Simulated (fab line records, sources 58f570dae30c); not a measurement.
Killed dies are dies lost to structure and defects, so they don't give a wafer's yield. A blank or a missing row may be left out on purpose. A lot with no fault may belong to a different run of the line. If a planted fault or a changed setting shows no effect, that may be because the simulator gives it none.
A lot that was struck, set against a sound lot    flow berkeleyCmos170    23 out of 331 route steps
Sound: wafers L321.3, L321.4, L321.5. Struck: wafers L336.3, L336.4, L336.5. Last of all comes the cause.
Per side, at each step with rows, come the tool, then ch with its chambers, and then its first start. Under that, the readings that differ: sound wafers    struck wafers    difference of the means    sigmas: that difference in standard deviations of wafers without a fault.
alike: readings whose means differ by less than 2 such deviations, and words and numbers that are the same on both sides. not compared: withheld readings, readings that some wafer has no value for, bounds like >300 that may hide the same value, and numbers for which the record gives no deviation and whose values overlap.
The two part at a step that has a row with sigmas, a row that says differs or no value, or rows on one side only. Numbers that have no deviation but don't overlap get no sigmas and don't part them. A reading that every wafer of one side lacks parts them only if that side has two wafers or more.

first, 3 steps without rows for these wafers: UCB170_PLDD_EXPOSE_03 (exposes mask PSELECT, target cd 1200 nm); UCB170_PLDD_PEB_04; UCB170_PLDD_DEVELOP_05 (develop time 45 s).
UCB170_PLDD_CD_MEAS_06: the cd target is 1200 nm.
  sound on cdSem-02, day 6 23:45; struck on cdSem-02, day 10 08:50
reading    sound                 struck                difference  sigmas
cdNm (nm)  1199.0 1199.5 1197.6  1202.3 1201.3 1202.0  +3.2        +2
UCB170_PLDD_OVL_MEAS_07:
  sound on overlay-01, day 6 23:50; struck on overlay-01, day 10 08:55
  alike: PLDD_OVL
then, 2 steps without rows for these wafers: UCB170_PLDD_IMPLANT_08; UCB170_PLDD_IMPLANT_09.
UCB170_PLDD_STRIP_10: strips in O2.
  sound on plasmaAsher-04 ch 0,1, day 7 00:14; struck on plasmaAsher-01 ch 0,1, day 10 09:16
  alike: drypumpMotorCurrentA, oesProductAu, stripTimeToEndpointS
  not compared: rfHoursCounterH
UCB170_PLDD_TW_MEAS_11:
  sound on filmMetro-03, day 7 00:19; struck on filmMetro-04, day 10 09:22
  alike: PLDD_TW
then, 3 steps without rows for these wafers: UCB170_PLDD_CLEAN_12 (cleans in SPM, time 600 s); UCB170_NLDD_HMDS_00 (prime time 60 s); UCB170_NLDD_COAT_01 (resist thk 900 nm).
UCB170_NLDD_SOFTBAKE_02: time 60 s.
  sound on lithoTrack-02 ch 0, day 7 00:54; struck on lithoTrack-02 ch 0, day 10 10:19
reading                sound                 struck                difference  sigmas
heaterPowerTotalW (W)  56.74 56.79 56.81     53.85 53.82 53.77     -2.97       -72
plateTempC (C)         130.01 130.08 129.96  124.72 124.84 124.88  -5.20       -37
then, 2 steps without rows for these wafers: UCB170_NLDD_EXPOSE_03 (exposes mask NSELECT, target cd 1200 nm); UCB170_NLDD_PEB_04.
UCB170_NLDD_DEVELOP_05: develop time 45 s.
  sound on lithoTrack-02 ch 0; struck on lithoTrack-01 ch 0
reading                               sound              struck             difference  sigmas
model.KrF_of_NLDD_COAT_01.thkNm (nm)  886.4 886.8 886.2  893.4 899.9 897.4  +10.4       
UCB170_NLDD_CD_MEAS_06: the cd target is 1200 nm.
  sound on cdSem-02, day 7 01:26; struck on cdSem-01, day 10 11:29
reading    sound                 struck                difference  sigmas
cdNm (nm)  1198.4 1197.7 1198.3  1186.8 1185.3 1187.1  -11.7       -7
  not compared: hold
UCB170_NLDD_OVL_MEAS_07:
  sound on overlay-01, day 7 01:32; struck on overlay-01, day 10 15:37
reading  sound  struck                                                                   difference                    sigmas
hold     - - -  awaitDispo/4.1h/release awaitDispo/4.1h/release awaitDispo/4.1h/release  no value on the sound wafers  
  alike: NLDD_OVL
then, 2 steps without rows for these wafers: UCB170_NLDD_IMPLANT_08; UCB170_NLDD_IMPLANT_09.
UCB170_NLDD_STRIP_10: strips in O2.
  sound on plasmaAsher-01 ch 0,1, day 7 01:53; struck on plasmaAsher-04 ch 0,1, day 10 15:59
reading                   sound              struck             difference  sigmas
drypumpMotorCurrentA (A)  5.1 5.0 5.0        5.9 6.6 6.6        +1.3        +3
stripTimeToEndpointS (s)  21.64 21.66 21.64  21.81 21.97 21.91  +0.25       +4
  alike: oesProductAu
  not compared: rfHoursCounterH
UCB170_NLDD_TW_MEAS_11:
  sound on filmMetro-01, day 7 01:58; struck on filmMetro-03, day 10 16:04
  alike: NLDD_TW
UCB170_M3_PROBE_99:
  sound wafers here have rows in the record (prober-01, day 8 14:53); struck ones have none

## WHERE THEY PART
First at UCB170_PLDD_CD_MEAS_06; last, within this record, at UCB170_M3_PROBE_99.

WHY: the cause the simulator had injected
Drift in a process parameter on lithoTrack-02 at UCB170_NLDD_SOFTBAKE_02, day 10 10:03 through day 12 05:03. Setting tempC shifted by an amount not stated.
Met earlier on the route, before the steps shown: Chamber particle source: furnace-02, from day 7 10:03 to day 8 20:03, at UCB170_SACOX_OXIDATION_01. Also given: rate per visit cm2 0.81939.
